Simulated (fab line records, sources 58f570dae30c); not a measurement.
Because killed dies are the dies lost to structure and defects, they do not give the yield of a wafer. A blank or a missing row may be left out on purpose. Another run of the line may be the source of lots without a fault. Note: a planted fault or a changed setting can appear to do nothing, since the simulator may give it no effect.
The same fault as seen by 2 desks -- flow berkeley cmos170 -- only its own numbers are on each desk; what lay behind them is given at the end

FROM THE METROLOGY DESK
What the gauges read, lot by lot, whatever tool the lot ran on: means of the sampled wafers that have a number. If a lot's mean is further than 4 standard deviations from the usual mean, the lot is out of limits and carries the mark OUT (the distance appears in the brackets).
Columns: A = V1_TEOS_THK at UCB170_V1_THK_MEAS_01, usual 1993 nm; B = cd nm at UCB170_V2_CD_MEAS_12, usual 699.8 nm
lot,first seen here,A,B
L451,day 7 16:36,1999,700.2
L454,day 7 16:36,1985,700.4
L452,day 7 16:45,1981,697.5
L453,day 7 16:46,2037,699.0
L456,day 8 18:41,1984,698.8
L459,day 9 09:41,1995,700.1
L457,day 9 12:34,1982,701.3
L460,day 9 12:35,1709 (-12) OUT,700.5
L463,day 9 19:21,1723 (-12) OUT,699.3
L468,day 11 02:22,2009,698.8
L469,day 11 02:22,1995,699.7
L470,day 11 05:50,2013,699.4
L471,day 11 05:50,1956,700.8
L473,day 12 15:49,1990,700.2
This desk's result: L460, L463 out of limits, first on L460 (V1_TEOS_THK at UCB170_V1_THK_MEAS_01), day 9 12:35. L451, L454, L452, L453, L456, L459, L457, L468, L469, L470, L471, L473 stayed within limits.

TOOL OWNER'S DESK, pecvd-03
The tool's own readings at UCB170_V1_CVD_00 (deposits SiO2 from TEOS/O2, target thk 2000 nm, time 250 s): means of the sampled wafers that have a number, for each lot that ran on this tool. If a lot's mean is further than 4 standard deviations from the usual mean, the lot is out of limits and carries the mark OUT (the distance appears in the brackets).
Columns: A = heater power w at UCB170_V1_CVD_00, usual 262 W; B = rf fwd power W at UCB170_V1_CVD_00, usual 548.4 W
lot,first seen here,A,B
L454,day 7 16:26,311,548.7
L452,day 7 16:36,256,548.6
L456,day 8 18:32,236,550.8
L460,day 9 12:24,319,328.2 (-99 or more) OUT
L463,day 9 19:14,290,329.5 (-99 or more) OUT
L473,day 12 15:38,247,549.3
This desk's verdict: out of limits on L460, L463, starting with L460 at day 9 12:24 (rf fwd power W at UCB170_V1_CVD_00). L454, L452, L456, L473 stayed within limits.

TAKEN TOGETHER
The tool owner's desk had the chance to raise an alarm at day 9 12:24 on L460, L463.
Metrology desk: alarm possible at day 9 12:35 on L460, L463.
Every lot named ran UCB170_V1_CVD_00 on pecvd-03.

WHAT HAD BEEN PUT IN BY THE SIMULATOR
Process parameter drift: pecvd-03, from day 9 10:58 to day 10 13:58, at UCB170_V1_CVD_00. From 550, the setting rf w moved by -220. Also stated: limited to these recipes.
Struck lots among those shown: L460, L463.
Fault start to first reading out of limits, in hours, per desk: tool owner, 1; metrology, 2.
